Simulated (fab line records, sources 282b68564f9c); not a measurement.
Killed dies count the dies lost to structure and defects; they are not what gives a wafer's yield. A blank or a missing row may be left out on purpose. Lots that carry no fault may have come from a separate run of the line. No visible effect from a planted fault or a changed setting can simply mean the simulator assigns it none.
The tool behind it: which one? ; flow rit cmos ; 42 wafers from 14 lots sampled at 5 of the route's 202 steps

WHAT EACH GAUGE READ, for each wafer
RIT_PRETRO_TW_MEAS_10. Usual: for PRETRO_TW the level is 475 and the standard deviation is 4.
lot;measured;on;PRETRO_TW;flag
L554;day 2 08:48;film metro-01;485 480 483;
L556;day 2 20:36;film metro-03;473 475 475;
L557;day 3 03:13;film metro-04;475 476 474;
L558;day 3 09:43;film metro-03;472 470 472;
L559;day 3 15:29;film metro-03;471 471 471;
L561;day 3 22:48;film metro-03;472 475 471;
L562;day 4 04:07;film metro-03;474 473 474;
L565;day 4 17:21;film metro-03;475 475 471;
L566;day 4 21:10;film metro-04;471 472 472;
L567;day 5 02:26;film metro-03;473 471 472;
L570;day 5 17:25;film metro-01;482 482 485;
L571;day 5 22:14;film metro-04;474 478 474;
L575;day 6 19:20;film metro-01;531 527 529;OFF
L577;day 7 05:21;film metro-03;523 522 521;OFF

RIT_GATE_THK_MEAS_09. Usual: for GATE_POLY_THK the level is 251.3 nm and the standard deviation is 2.2.
lot;measured;on;GATE_POLY_THK (nm);flag
L554;day 2 13:39;film metro-01;249.4 250.7 247.9;
L556;day 3 02:12;film metro-04;250.5 251.0 253.5;
L557;day 3 10:46;film metro-02;250.2 251.2 251.3;
L558;day 3 14:04;film metro-02;253.9 251.9 252.6;
L559;day 3 20:20;film metro-01;250.2 251.6 253.1;
L561;day 4 03:27;film metro-01;252.5 252.0 254.8;
L562;day 4 10:34;film metro-01;247.9 244.2 246.4;
L565;day 5 01:22;film metro-01;253.3 251.6 250.7;
L566;day 5 02:25;film metro-04;252.8 251.7 251.9;
L567;day 5 05:59;film metro-02;254.3 254.7 254.1;
L570;day 5 20:56;film metro-01;246.8 249.8 247.6;
L571;day 6 04:57;film metro-01;252.4 249.7 249.6;
L575;day 7 00:35;film metro-02;251.9 253.9 251.6;
L577;day 7 08:53;film metro-01;250.7 252.1 251.9;

RIT_CONTACT_CD_MEAS_08: the cd target is 1000 nm. Usual: cd nm at 1000.1 nm, with a standard deviation of 2.
lot;measured;on;cd nm (nm);flag
L554;day 3 06:36;cd sem-01;996.5 996.4 995.8;
L556;day 3 20:10;cd sem-02;997.7 1000.1 1001.3;
L557;day 4 02:46;cd sem-01;999.6 1001.6 997.3;
L558;day 4 06:48;cd sem-02;998.1 1002.1 999.3;
L559;day 4 12:06;cd sem-01;1000.7 1000.3 998.8;
L561;day 4 20:33;cd sem-02;996.3 999.2 999.6;
L562;day 5 04:43;cd sem-02;999.7 1001.9 1000.1;
L565;day 5 18:02;cd sem-02;1002.3 1001.9 1002.1;
L566;day 5 20:02;cd sem-02;999.8 1000.7 999.5;
L567;day 5 23:22;cd sem-02;1001.5 1000.9 1002.8;
L570;day 6 14:13;cd sem-02;999.2 996.7 996.0;
L571;day 6 21:49;cd sem-02;1001.6 1001.4 1002.7;
L575;day 7 17:41;cd sem-02;1001.1 996.7 998.5;
L577;day 8 01:01;cd sem-02;1000.7 1002.4 1002.3;

EACH LOT AND THE TOOL THAT RAN IT (in order: tool; ch and the chambers of the sampled wafers; start)
lot;RIT_ACTIVE_STRIP_14;RIT_PRETRO_IMPLANT_08
L554;plasma asher-01 ch 0,1, day 1 15:48;implanter-04 ch 0, day 2 08:28
L556;plasma asher-03 ch 0,1, day 2 01:40;implanter-04 ch 0, day 2 20:17
L557;plasma asher-01 ch 0,1, day 2 07:44;implanter-02 ch 0, day 3 02:53
L558;plasma asher-03 ch 0,1, day 2 11:08;implanter-02 ch 0, day 3 09:24
L559;plasma asher-02 ch 0,1, day 2 19:40;implanter-04 ch 0, day 3 15:10
L561;plasma asher-02 ch 0,1, day 3 02:09;implanter-04 ch 0, day 3 22:29
L562;plasma asher-01 ch 0,1, day 3 06:50;implanter-01 ch 0, day 4 03:47
L565;plasma asher-01 ch 0,1, day 3 23:31;implanter-01 ch 0, day 4 17:02
L566;plasma asher-02 ch 0,1, day 4 03:19;implanter-01 ch 0, day 4 20:50
L567;plasma asher-03 ch 0,1, day 4 09:10;implanter-04 ch 0, day 5 02:08
L570;plasma asher-03 ch 0,1, day 5 00:22;implanter-01 ch 0, day 5 17:05
L571;plasma asher-03 ch 0,1, day 5 04:50;implanter-02 ch 0, day 5 21:56
L575;plasma asher-02 ch 0,1, day 6 00:07;implanter-04 ch 0, day 6 19:01
L577;plasma asher-03 ch 0,1, day 6 10:53;implanter-04 ch 0, day 7 05:02
- RIT_ACTIVE_STRIP_14: strips in O2, time 180 s.
- RIT_PRETRO_IMPLANT_08

WHAT THE TOOLS THEMSELVES READ (means of the sampled wafers that have a number; where no wafer has one, the mark that the record gives instead)
RIT_ACTIVE_STRIP_14. Usual: drypump motor current A at 5.4 A, with a standard deviation of 0.44.
lot;tool;drypump motor current A (A);flag
L554;plasma asher-01;5.5;
L556;plasma asher-03;5.3;
L557;plasma asher-01;5.5;
L558;plasma asher-03;5.3;
L559;plasma asher-02;5.9;
L561;plasma asher-02;5.9;
L562;plasma asher-01;5.5;
L565;plasma asher-01;5.2;
L566;plasma asher-02;5.8;
L567;plasma asher-03;5.3;
L570;plasma asher-03;5.2;
L571;plasma asher-03;5.3;
L575;plasma asher-02;5.8;
L577;plasma asher-03;5.2;

RIT_PRETRO_IMPLANT_08. Usual: beam energy keV 44.999, standard deviation 0.012; dose ions cm2 1.2e+13, standard deviation 1.4e+10; faraday current uA 38.1, standard deviation 0.75.
lot;tool;beam energy keV;dose ions cm2;faraday current uA;flag
L554;implanter-04;44.983;1.2e+13;38.2;
L556;implanter-04;45.016;1.2e+13;38.3;
L557;implanter-02;44.998;1.2e+13;38.2;
L558;implanter-02;45.006;1.2e+13;38.1;
L559;implanter-04;45.001;1.2e+13;37.5;
L561;implanter-04;44.997;1.2e+13;37.5;
L562;implanter-01;44.990;1.2e+13;37.8;
L565;implanter-01;45.003;1.2e+13;38.3;
L566;implanter-01;44.993;1.2e+13;37.2;
L567;implanter-04;45.000;1.2e+13;38.2;
L570;implanter-01;44.997;1.2e+13;37.6;
L571;implanter-02;44.986;1.2e+13;38.3;
L575;implanter-04;45.002;1.6e+13;52.8;OFF
L577;implanter-04;45.005;1.6e+13;52.2;OFF

THE ANSWER, worked out from the rows above alone
Rule: lot off if the mean of its wafers having a number is beyond 3 standard deviations from the usual mean. A lot without any number at a reading at which 4 lots or more have one is off too. The other lots that the step has rows for count as sound. The gauges are gone through in route order, then the tools' own readings, and for those a lot's mean is taken as printed above. At the first step where some lot is off, the reading lying furthest off is the one used; lots without a number count as furthest.
Off: at RIT_PRETRO_TW_MEAS_10 (PRETRO_TW), L575, L577.
A tool fits if, at a process step before that reading, it ran every lot that is off, and no sound lot after the first of them. Not tried: the gauges at RIT_PRETRO_TW_MEAS_10; whatever is off there is also off at RIT_PRETRO_IMPLANT_08, on other tools, and gauge error can't account for it. One fits: RIT_PRETRO_IMPLANT_08 on implanter-04. Its last sound lot is L567 (day 5 02:08), its first lot that is off L575 (day 6 19:01): a fault that began between those two fits.
The tool's own readings at RIT_PRETRO_IMPLANT_08 bear it out: on the lots that are off they differ by more than 5 times the standard deviation of the sound lots' means. dose ions cm2 reads 1.6e+13 there against 1.2e+13 on the sound lots; faraday current uA reads 52.5 there against 37.9 on the sound lots.

WHAT THE SIMULATOR HAD PUT IN
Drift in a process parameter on implanter-04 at RIT_PRETRO_IMPLANT_08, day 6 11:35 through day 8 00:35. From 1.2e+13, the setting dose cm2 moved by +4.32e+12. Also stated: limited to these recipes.
Struck lots among those shown: L575, L577. The same result came from the rule above.
